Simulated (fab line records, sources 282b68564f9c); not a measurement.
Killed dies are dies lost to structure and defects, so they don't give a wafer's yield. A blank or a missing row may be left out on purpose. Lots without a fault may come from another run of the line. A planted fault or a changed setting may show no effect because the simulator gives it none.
fab line records | flow rit_cmos
record lots=6 wafers=18 last_day=7
route steps=202 shown NWELL@35 PWELL@39 WELLDRIVE@50 NRETRO@53 M1@202
lots that met no fault: from a run of the same line without faults
start_h: hours from the record's first day to the start of the lot's first wafer shown | wait_h: hours since the lot's step before | " the same as in the row above | L1.1+2: a row that stands for several wafers | - no value, or no start given | * or withheld: withheld | < > ~ a bound
route shown NAME@n: a module of which the file shows steps, and the number in the route of the first | usual: mean/standard deviation of fault-free wafers | same: alike in all rows | chamber/n: place in a boat | sites: the reading at each site | _std_site: their standard deviation | _edge_site: outer sites' mean less inner sites' | radius_mm: how far each site lies from the wafer's centre | mask NAME#n: copy n | behind: the tool/chamber that last shaped the wafer | hold: why the lot was held/for how many hours/how that ended | device: the transistor (n, p or np) that didn't switch | end of line: the same wafers' tests at the end of the route | a step without rows: its recipe alone | killed: dies lost to structure and defects at the first sort, not the wafer's yield | map: a wafer's dies, x killed, . not, _ none there
set.NAME: the setting as run; set.NAME@STEP: as run at that earlier step | model.NAME: the simulator's own value behind a step, which no gauge read
lots at some steps of the route; a table a step, a row a wafer
services: from which hour (start_h, from the record's first day; less than 0 if before it) a tool's chamber was out of use, for how many hours, and why
## steps
# step RIT_NWELL_HARDBAKE_07
# recipe resist=NOVOLAK temp_c=140 time_s=120
# step RIT_NWELL_IMPLANT_08
# recipe species=P energy_kev=170 dose_cm2=5e+13 tilt_deg=7
# step RIT_NWELL_STRIP_09
# recipe chemistry=O2 time_s=180 resist=NOVOLAK platen_temp_c=withheld power_w=500 pressure_mtorr=4000 o2_flow_sccm=4000
# usual drypump_motor_current_A=5.71/0.28
# same time_s=180
# columns lot.wafer tool chamber start_h wait_h drypump_motor_current_A rf_hours_counter_h
L420.1 plasma_asher-01 0 26.84 0.1 5.62 20
L420.3 " 1 " " 5.63 -
L420.5 " 1 " " 5.64 -
L427.1 plasma_asher-02 0 64.97 0.1 6.08 43
L427.2 " 1 " " 5.25 43
L427.6 " 0 " " 6.06 -
L431.2 plasma_asher-02 0 83.11 0.1 6.06 45
L431.3 " 0 " " 6.08 -
L431.5 " 0 " " 6.06 -
L433.1 plasma_asher-01 0 91.98 0.1 5.61 27
L433.3 " 0 " " 5.60 -
L433.4 " 1 " " 5.62 -
L439.1 plasma_asher-01 1 124.82 0.1 5.64 31
L439.4 " 0 " " 5.64 -
L439.6 " 0 " " 5.63 -
L440.1 plasma_asher-02 1 128.31 0.1 5.26 1
L440.2 " 0 " " 6.05 1
L440.3 " 0 " " 6.05 -
# step RIT_NWELL_TW_MEAS_10
# usual NWELL_TW=2144/19
# columns lot.wafer tool chamber start_h wait_h NWELL_TW
L420.1 film_metro-03 - 27.02 0.1 2162
L420.3 " - " " 2177
L420.5 " - " " 2169
L427.1 film_metro-02 - 65.15 0.1 2104
L427.2 " - " " 2102
L427.6 " - " " 2115
L431.2 film_metro-03 - 83.30 0.1 2142
L431.3 " - " " 2147
L431.5 " - " " 2152
L433.1 film_metro-03 - 92.15 0.1 2151
L433.3 " - " " 2145
L433.4 " - " " 2143
L439.1 film_metro-02 - 125.00 0.1 2117
L439.4 " - " " 2107
L439.6 " - " " 2114
L440.1 film_metro-02 - 128.49 0.1 2117
L440.2 " - " " 2114
L440.3 " - " " 2121
# step RIT_PWELL_HMDS_00
# recipe prime_time_s=60 prime_temp_c=140
# step RIT_PWELL_COAT_01
# recipe resist=NOVOLAK spin_rpm=2000 resist_thk_nm=1300
# step RIT_PWELL_SOFTBAKE_02
# recipe resist=NOVOLAK temp_c=90 time_s=60
# step RIT_PWELL_EXPOSE_03
# recipe mask_id=M3 na=0.57 target_cd_nm=43700 dose_mj=250
# step RIT_PWELL_PEB_04
# recipe resist=NOVOLAK temp_c=withheld time_s=withheld
# step RIT_PWELL_DEVELOP_05
# recipe resist=NOVOLAK develop_time_s=68 dev_temp_c=23
# step RIT_PWELL_OVL_MEAS_06
# usual PWELL_OVL=-0.1/1.6
# columns lot.wafer tool chamber start_h wait_h PWELL_OVL[nm]
L420.1 overlay-01 - 28.23 - -0.9
L420.3 " - " " -0.5
L420.5 " - " " -0.6
L427.1 overlay-02 - 66.33 - 1.3
L427.2 " - " " 0.3
L427.6 " - " " 1.0
L431.2 overlay-01 - 84.23 - 0.3
L431.3 " - " " -1.2
L431.5 " - " " -1.7
L433.1 overlay-02 - 93.09 - 1.6
L433.3 " - " " 0.1
L433.4 " - " " 3.1
L439.1 overlay-01 - 125.94 - -0.5
L439.4 " - " " -0.7
L439.6 " - " " -0.2
L440.1 overlay-02 - 129.55 - 3.5
L440.2 " - " " 3.2
L440.3 " - " " 1.4
# step RIT_PWELL_HARDBAKE_07
# recipe resist=NOVOLAK temp_c=140 time_s=120
# step RIT_PWELL_IMPLANT_08
# recipe species=B energy_kev=170 dose_cm2=7e+13 tilt_deg=7
# usual beam_energy_keV=170.00/0.058 faraday_current_uA=222/4.1
# columns lot.wafer tool chamber start_h wait_h beam_energy_keV faraday_current_uA
L420.1 implanter-03 0 28.52 0.2 169.98 221
L420.3 " 0 " " 170.00 212
L420.5 " 0 " " 170.08 221
L427.1 implanter-01 0 66.61 0.2 170.05 229
L427.2 " 0 " " 169.99 224
L427.6 " 0 " " 170.06 220
L431.2 implanter-01 0 84.54 0.2 169.95 227
L431.3 " 0 " " 169.86 224
L431.5 " 0 " " 169.93 220
L433.1 implanter-01 0 93.38 0.2 170.03 220
L433.3 " 0 " " 170.00 223
L433.4 " 0 " " 170.09 221
L439.1 implanter-02 0 126.22 0.2 169.95 217
L439.4 " 0 " " 169.93 219
L439.6 " 0 " " 169.89 216
L440.1 implanter-02 0 129.84 0.2 169.95 218
L440.2 " 0 " " 169.92 218
L440.3 " 0 " " 170.00 222
# step RIT_PWELL_STRIP_09
# recipe chemistry=O2 time_s=180 resist=NOVOLAK platen_temp_c=withheld power_w=500 pressure_mtorr=4000 o2_flow_sccm=4000
# usual drypump_motor_current_A=5.9/0.44
# same time_s=180
# columns lot.wafer tool chamber start_h wait_h drypump_motor_current_A rf_hours_counter_h
L420.1 plasma_asher-02 1 28.67 0.1 5.3 39
L420.3 " 0 " " 6.1 -
L420.5 " 0 " " 6.1 -
L427.1 plasma_asher-04 0 66.76 0.1 6.3 44
L427.2 " 1 " " 6.7 44
L427.6 " 1 " " 6.7 -
L431.2 plasma_asher-01 1 84.66 0.1 5.6 26
L431.3 " 0 " " 5.6 -
L431.5 " 0 " " 5.6 -
L433.1 plasma_asher-02 1 93.53 0.1 5.2 46
L433.3 " 1 " " 5.2 -
L433.4 " 0 " " 6.1 -
L439.1 plasma_asher-02 1 126.37 0.1 5.3 1
L439.4 " 0 " " 6.1 -
L439.6 " 1 " " 5.2 -
L440.1 plasma_asher-04 0 129.99 0.1 6.3 50
L440.2 " 1 " " 6.7 50
L440.3 " 1 " " 6.7 -
# step RIT_PWELL_TW_MEAS_10
# usual PWELL_TW=948/9.2
# columns lot.wafer tool chamber start_h wait_h PWELL_TW
L420.1 film_metro-04 - 28.84 0.1 942
L420.3 " - " " 949
L420.5 " - " " 949
L427.1 film_metro-02 - 66.94 0.1 932
L427.2 " - " " 940
L427.6 " - " " 939
L431.2 film_metro-02 - 84.85 0.1 905
L431.3 " - " " 908
L431.5 " - " " 911
L433.1 film_metro-02 - 93.70 0.1 904
L433.3 " - " " 906
L433.4 " - " " 905
L439.1 film_metro-02 - 126.55 0.1 939
L439.4 " - " " 937
L439.6 " - " " 939
L440.1 film_metro-03 - 130.16 0.1 953
L440.2 " - " " 951
L440.3 " - " " 955
# step RIT_WELLDRIVE_ANNEAL_00
# recipe temp_c=1100 time_s=14700 ambient=N2
# step RIT_WELLDRIVE_RS_MEAS_01
# recipe thk_meas_gauge=four-point-probe
# usual NWELL_RS=275.4/0.73
# columns lot.wafer tool chamber start_h wait_h NWELL_RS[ohm/sq]
L420.1 film_metro-02 - 33.99 0.0 276.5
L420.3 " - " " 276.1
L420.5 " - " " 276.0
L427.1 film_metro-04 - 72.16 0.0 275.5
L427.2 " - " " 274.9
L427.6 " - " " 275.4
L431.2 film_metro-02 - 90.00 0.0 275.1
L431.3 " - " " 276.3
L431.5 " - " " 275.6
L433.1 film_metro-03 - 103.31 0.0 275.9
L433.3 " - " " 276.0
L433.4 " - " " 275.5
L439.1 film_metro-04 - 133.32 0.0 275.3
L439.4 " - " " 275.1
L439.6 " - " " 274.7
L440.1 film_metro-04 - 138.20 0.0 275.4
L440.2 " - " " 275.3
L440.3 " - " " 275.6
# step RIT_WELLDRIVE_RS_MEAS_02
# recipe thk_meas_gauge=four-point-probe
# usual PWELL_RS=429.3/1.2
# columns lot.wafer tool chamber start_h wait_h PWELL_RS[ohm/sq]
L420.1 film_metro-02 - 34.11 0.1 431.1
L420.3 " - " " 429.4
L420.5 " - " " 430.3
L427.1 film_metro-04 - 72.28 0.1 428.6
L427.2 " - " " 427.7
L427.6 " - " " 430.3
L431.2 film_metro-02 - 90.12 0.1 461.0
L431.3 " - " " 459.4
L431.5 " - " " 459.1
L433.1 film_metro-03 - 103.43 0.1 465.3
L433.3 " - " " 462.9
L433.4 " - " " 464.7
L439.1 film_metro-04 - 133.44 0.1 427.9
L439.4 " - " " 428.2
L439.6 " - " " 428.8
L440.1 film_metro-04 - 138.32 0.1 428.6
L440.2 " - " " 429.0
L440.3 " - " " 427.6
# step RIT_NRETRO_HMDS_00
# recipe prime_time_s=60 prime_temp_c=140
# step RIT_M1_PROBE_99
# usual killed_at_contacts=0.1/0.23 killed_at_front_end=7/3.1 killed_dies=7/3.1 killed_open=3.3/2 killed_short=3.6/1.9
# same gross_dies=264 killed_at_M0_to_M3=0 killed_at_M4_up=0 killed_at_back_side=0 killed_at_other=0
# columns lot.wafer tool chamber start_h wait_h killed_at_contacts killed_at_front_end killed_dies killed_open killed_short model.etest.nmos_0p3.r_on_ohm_um model.etest.pwell_pinched.rs_ohm_sq_range model.etest.nmos_0p15.drive_ua_um_range model.etest.pwell_pinched.rs_ohm_sq model.etest.pwell_pinched.rs_ohm_sq_rim_less_centre model.etest.pwell.rs_ohm_sq model.etest.nmos_turned.drive_ua_um model.etest.nmos_0p15.drive_ua_um
L420.1 prober-01 - 64.58 0.1 0 4 4 3 1 2209 11.69 5.995 457.5 6.547 417.2 306.7 454.6
L420.3 prober-01 - 64.68 0.2 0 5 5 1 4 2170 12.57 18.32 448.7 -8.07 410.4 308.4 470.3
L420.5 prober-01 - 64.78 0.2 0 5 5 3 2 2188 15.28 11.47 464.5 4.919 419.7 309.2 465.9
L427.1 prober-02 - 102.26 0.1 0 4 4 2 2 2166 9.441 8.235 475.4 5.594 423.3 322.4 480.5
L427.2 prober-02 - 102.31 0.1 0 4 4 2 2 2139 16.09 15 467.4 -1.506 419.9 316.9 471.7
L427.6 prober-02 - 102.51 0.2 0 11 11 7 4 2131 13.46 12.77 471.4 -7.297 417 333.3 481.5
L431.2 prober-02 - 127.69 0.1 0 9 9 6 3 2092 80.66 57.41 483.8 -35.8 431.6 351.9 487.4
L431.3 prober-02 - 127.74 0.2 0 7 7 3 4 2106 70.53 46.42 488.5 -27 441.8 355.6 492.5
L431.5 prober-02 - 127.84 0.2 0 6 6 4 2 2053 75.33 53.25 478 -29.41 431.9 358.9 505.7
L433.1 prober-02 - 133.62 0.1 0 3 3 1 2 2114 74.21 52.53 511.3 -26.41 456.1 342.1 468.7
L433.3 prober-02 - 133.72 0.2 0 7 7 4 3 2114 73.91 50.03 504.7 -31.53 459.1 350.1 472
L433.4 prober-02 - 133.77 0.2 0 7 7 2 5 2058 72.22 56.7 499.1 -31.89 458.2 356.8 484.8
L439.1 prober-02 - 163.84 0.1 0 11 11 4 7 2104 14.12 14.4 448.8 2.649 408.1 351 490.5
L439.4 prober-02 - 163.99 0.2 0 11 11 5 6 2132 13.22 16.01 457.1 4.291 409.6 345.7 484.5
L439.6 prober-02 - 164.09 0.2 0 6 6 3 3 2080 13.43 9.183 454.4 -5.725 413.4 342.3 488.6
L440.1 prober-01 - 172.97 0.1 0 7 7 3 4 2128 15.48 10.94 460.6 2.81 420.6 322.7 473.3
L440.2 prober-01 - 173.02 0.1 0 9 9 5 4 2197 13.25 10.93 464.2 -2.396 418.1 311.5 462.5
L440.3 prober-01 - 173.07 0.2 1 4 5 4 1 2152 11.86 9.353 453.5 0.1537 415.2 321.8 472.4
# killed by level:class
L420.1 SILICIDE:geometric_particle:open=2 FOX1:geometric_particle:short=1 GATE:geometric_particle:open=1
L420.3 GATE:geometric_particle:short=3 FOX2:geometric_particle:short=1 SILICIDE:geometric_particle:open=1
L420.5 REOX:geometric_particle:open=2 FOX1:geometric_particle:open=1 REOX:geometric_particle:short=1 SPACER:geometric_particle:short=1
L427.1 GATE:geometric_particle:short=1 REOX:geometric_particle:open=1 SPACER:geometric_particle:open=1 SILICIDE:geometric_particle:short=1
L427.2 GATE:geometric_particle:short=2 FOX2:geometric_particle:open=1 SILICIDE:geometric_particle:open=1
L427.6 SILICIDE:geometric_particle:open=4 REOX:geometric_particle:short=2 FOX1:geometric_particle:short=1 FOX1:geometric_particle:open=1 GATE:geometric_particle:short=1 GATE:geometric_particle:open=1 SPACER:geometric_particle:open=1
L431.2 FOX1:geometric_particle:open=3 ACTIVE:geometric_particle:open=1 ACTIVE:geometric_particle:short=1 GATE:geometric_particle:open=1 GATE:geometric_particle:short=1 SILICIDE:geometric_particle:short=1 SILICIDE:geometric_particle:open=1
L431.3 GATE:geometric_particle:short=2 FOX2:geometric_particle:open=1 FOX2:geometric_particle:short=1 GATE:geometric_particle:open=1 REOX:geometric_particle:open=1 SILICIDE:geometric_particle:short=1
L431.5 GATE:geometric_particle:open=3 GATE:geometric_particle:short=1 REOX:geometric_particle:open=1 SILICIDE:geometric_particle:short=1
L433.1 FOX2:geometric_particle:short=1 SPACER:geometric_particle:short=1 SILICIDE:geometric_particle:open=1
L433.3 GATE:geometric_particle:short=2 FOX1:geometric_particle:open=1 GATE:geometric_particle:open=1 SPACER:geometric_particle:short=1 SPACER:geometric_particle:open=1 SILICIDE:geometric_particle:open=1
L433.4 GATE:geometric_particle:short=2 SILICIDE:geometric_particle:short=2 FOX1:geometric_particle:open=1 GATE:geometric_particle:open=1 SPACER:geometric_particle:short=1
L439.1 GATE:geometric_particle:open=2 GATE:geometric_particle:short=2 FOX1:geometric_particle:short=1 FOX2:geometric_particle:short=1 REOX:geometric_particle:short=1 REOX:geometric_particle:open=1 SPACER:geometric_particle:short=1 SILICIDE:geometric_particle:open=1
L439.4 GATE:geometric_particle:open=3 FOX1:geometric_particle:open=2 GATE:geometric_particle:short=2 FOX1:geometric_particle:short=1 FOX2:geometric_particle:short=1 SPACER:geometric_particle:short=1 SILICIDE:geometric_particle:short=1
L439.6 GATE:geometric_particle:open=2 FOX1:geometric_particle:short=1 FOX2:geometric_particle:short=1 FOX2:geometric_particle:open=1 SPACER:geometric_particle:short=1
L440.1 REOX:geometric_particle:short=3 GATE:geometric_particle:open=2 FOX1:geometric_particle:short=1 FOX2:geometric_particle:open=1
L440.2 GATE:geometric_particle:open=4 FOX1:geometric_particle:short=1 FOX2:geometric_particle:short=1 REOX:geometric_particle:short=1 SPACER:geometric_particle:open=1 SILICIDE:geometric_particle:short=1
L440.3 GATE:geometric_particle:open=3 GATE:geometric_particle:short=1 CONTACT:geometric_particle:open=1
## services
# columns tool chamber start_h hours kind
plasma_asher-01 - 5.06 2.8 pm
implanter-02 - 24.91 1.7 repair
implanter-01 - 26.99 1.7 repair
plasma_asher-01 - 50.84 2.4 repair
implanter-02 - 53.76 1.7 repair
plasma_asher-04 - 82.67 4.3 pm
plasma_asher-04 - 100.14 10.0 pm
plasma_asher-01 - 102.78 0.8 repair
plasma_asher-02 - 108.75 9.0 pm
plasma_asher-02 0 108.75 9.0 vent_cycle
plasma_asher-02 1 108.75 9.0 vent_cycle
implanter-03 - 113.26 1.9 repair
plasma_asher-02 0 117.75 - clean
plasma_asher-02 1 117.75 - clean
## key
first_sign step=RIT_PWELL_TW_MEAS_10 reading=PWELL_TW direction=down sigmas=4.5 usual=948 struck=907
effect step=RIT_WELLDRIVE_RS_MEAS_02 reading=PWELL_RS direction=up sigmas=27 usual=429.3 struck=462.1
model_effect step=RIT_M1_PROBE_99 value=etest.nmos_0p3.r_on_ohm_um without=2166 struck=2089
met_at RIT_PWELL_IMPLANT_08
struck_wafers L431.2,L431.3,L431.5,L433.1,L433.3,L433.4
tester_left_out L431,L433
onset_between 66.61 84.54
fault kind=process_parameter_drift tool=implanter-01 chamber=- onset_h=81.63 steps=RIT_PWELL_IMPLANT_08 channel=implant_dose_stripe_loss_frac offset=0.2 shape=step end_h=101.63
# tester_left_out: of these lots the tester's yield and bins aren't shown, on N5 and GAA mostly nor the transistor test; their killed dies are dies lost to structure and defects alone, not to doping, threshold or leakage, so they don't give the yield
